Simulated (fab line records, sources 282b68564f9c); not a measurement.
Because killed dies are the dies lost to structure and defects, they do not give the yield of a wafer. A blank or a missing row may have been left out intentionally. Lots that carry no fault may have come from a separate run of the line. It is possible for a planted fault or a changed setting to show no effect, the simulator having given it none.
A struck lot beside a sound one | flow rit cmos | 17 steps out of a route of 202
Sound: the wafers L591.2, L591.3, L591.5. Wafers L603.2, L603.3, L603.6 were the ones struck. The cause is named last.
Order at every step that has rows: each side's tool, ch and its chambers, its first start. Under that, the readings that differ: sound wafers | struck wafers | difference of the means | sigmas: that difference in standard deviations of wafers without a fault.
alike: same words and numbers on both sides, and readings whose means sit less than 2 such deviations apart. not compared: any withheld reading, any reading some wafer has no value for, any bound like >300 that may hide the same value, and any number with overlapping values for which the record gives no deviation.
The two part at a step that has a row with sigmas, a row that says differs or no value, or rows on one side only. Numbers that have no deviation but don't overlap get no sigmas and don't part them. A reading that every wafer of one side lacks parts them only if that side has two wafers or more.

first, 2 steps without rows for these wafers: RIT_NRETRO_HARDBAKE_07 (time 120 s); RIT_NRETRO_IMPLANT_08.
RIT_NRETRO_STRIP_09: strips in O2, time 180 s.
  sound on plasma asher-04 ch 0,1, day 2 21:38; struck on plasma asher-03 ch 0,1, day 5 08:10
  alike: drypump motor current A, o2 flow sccm
  not compared: rf hours counter h
RIT_NRETRO_TW_MEAS_10:
  sound: film metro-04 at day 2 21:49; struck: film metro-03 at day 5 08:21
  alike: NRETRO_TW
then, 6 steps without rows for these wafers: RIT_PRETRO_HMDS_00 (prime time 60 s); RIT_PRETRO_COAT_01 (resist thk 1300 nm); RIT_PRETRO_SOFTBAKE_02 (time 60 s); RIT_PRETRO_EXPOSE_03 (exposes mask M5, target cd 43700 nm); RIT_PRETRO_PEB_04; RIT_PRETRO_DEVELOP_05 (develop time 68 s).
RIT_PRETRO_OVL_MEAS_06:
  sound: overlay-01 at day 2 22:46; struck: overlay-01 at day 5 09:17
  alike: PRETRO_OVL
then, 1 step without rows for these wafers: RIT_PRETRO_HARDBAKE_07 (time 120 s).
RIT_PRETRO_IMPLANT_08:
  sound on implanter-04 ch 0, day 2 23:04; struck on implanter-02 ch 0, day 5 09:35
  reading                   | sound                | struck               | difference | sigmas
  beam energy keV           | 44.996 44.992 44.997 | 29.242 29.266 29.271 | -15.735    | -99 or more
  model.implant.rp nm (nm)  | 137.1 137.1 137.1    | 93.46 93.46 93.46    | -43.64     |
  model.implant.drp nm (nm) | 55.07 55.07 55.07    | 42.09 42.09 42.09    | -12.98     |
RIT_PRETRO_STRIP_09: strips in O2, time 180 s.
  sound on plasma asher-02 ch 0,1, day 2 23:11; struck on plasma asher-03 ch 0,1, day 5 09:43
  alike: drypump motor current A, o2 flow sccm
  not compared: rf hours counter h
RIT_PRETRO_TW_MEAS_10:
  sound: film metro-02 at day 2 23:22; struck: film metro-02 at day 5 09:54
  reading   | sound             | struck            | difference | sigmas
  PRETRO_TW | 468.6 470.3 470.4 | 439.5 440.3 441.8 | -29.2      | -11
then, 1 step without rows for these wafers: RIT_GATE_WET_ETCH_00 (etches SiO2 in BOE, target depth 56 nm, time 60 s).
RIT_M1_PROBE_99:
  sound: prober-02 at day 4 01:37; struck: prober-02 at day 6 12:20
  reading                             | sound             | struck            | difference | sigmas
  model.etest.nmos_0p3.r on ohm um    | 2172 2144 2200    | 2445 2462 2425    | +272       |
  model.etest.nmos_0p15.r on ohm um   | 1141 1111 1157    | 1251 1280 1253    | +125       |
  model.etest.nmos turned.drive ua um | 314.7 324.7 312.9 | 258.2 249.8 261.7 | -60.9      |
  model.etest.nmos_0p15.drive ua um   | 458.9 472.1 462.4 | 409.5 386.8 404.3 | -64.3      |
  model.etest.nmos_0p3.drive ua um    | 221.2 221.7 215.8 | 184.5 180.1 182.1 | -37.3      |
  model.etest.nmos narrow.drive ua um | 221.3 223.8 220.2 | 183 179.9 176.8   | -42        |
  model.etest.nmos_0p15.swing mv dec  | 86 85.99 86.57    | 87.73 87.14 87.78 | +1.36      |
  model.etest.ring.delay ps           | 27.42 27.07 27.17 | 28.68 30.57 29.06 | +2.22      |
  alike: killed_at_M0_to_M3, killed at contacts, killed at front end, killed dies, killed open, killed short

== WHERE THEY PART ==
Last at RIT_PRETRO_TW_MEAS_10 as far as this record goes, first at RIT_PRETRO_IMPLANT_08. Later steps at which nothing parts them and some readings are alike: RIT_M1_PROBE_99.

WHY: whatever the simulator had introduced
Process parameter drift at RIT_PRETRO_IMPLANT_08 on implanter-02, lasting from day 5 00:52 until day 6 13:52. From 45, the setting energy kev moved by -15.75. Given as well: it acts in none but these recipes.
